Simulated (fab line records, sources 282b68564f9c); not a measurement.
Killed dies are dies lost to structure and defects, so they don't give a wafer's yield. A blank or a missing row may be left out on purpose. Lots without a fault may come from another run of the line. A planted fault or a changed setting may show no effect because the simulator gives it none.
Which tool did it? | flow rit_cmos | 11 lots, 33 wafers sampled, at 1 step of a route of 202

WHAT THE GAUGES READ, wafer by wafer
RIT_ACTIVE_THK_MEAS_02.
lot  | measured    | on            | ACTIVE_OXIDE_THK (nm)
L919 | day 1 12:03 | film_metro-01 | 52.2 51.9 51.2
L920 | day 1 18:13 | film_metro-04 | 50.2 50.4 50.6
L921 | day 1 22:04 | film_metro-01 | 50.7 51.1 50.9
L922 | day 2 03:04 | film_metro-04 | 51.7 52.0 51.8
L923 | day 2 09:31 | film_metro-01 | 50.6 51.6 51.6
L930 | day 3 19:03 | film_metro-01 | 52.1 51.6 51.7
L931 | day 4 00:05 | film_metro-04 | 52.1 51.6 50.9
L937 | day 5 07:55 | film_metro-04 | 51.2 51.0 50.7
L939 | day 5 16:19 | film_metro-01 | 50.3 50.2 50.2
L940 | day 5 22:16 | film_metro-03 | 50.9 51.0 51.1
L941 | day 6 02:55 | film_metro-04 | 51.9 51.8 51.6

WHICH TOOL RAN EACH LOT (tool, then ch and the chambers of the sampled wafers, then the start)
The record holds no process step before these readings.

THE ANSWER, worked out from the rows above alone
Rule: what is usual is taken from the lots themselves. Put in order of their means at a reading, lots are off if they are a third of the lots or fewer, leave a main group of 4 or more, and stand apart from it by a gap of 3 or more times the standard deviation of the main group's means; of several such gaps the widest counts. A main group whose means are all the same, to the digits that the tables above print for the reading, isn't used. A lot without any number at a reading at which 4 lots or more have one is off too. The other lots that the step has rows for count as sound.
No lot is off at any reading shown: from this, nothing can be told.

WHAT THE SIMULATOR HAD PUT IN
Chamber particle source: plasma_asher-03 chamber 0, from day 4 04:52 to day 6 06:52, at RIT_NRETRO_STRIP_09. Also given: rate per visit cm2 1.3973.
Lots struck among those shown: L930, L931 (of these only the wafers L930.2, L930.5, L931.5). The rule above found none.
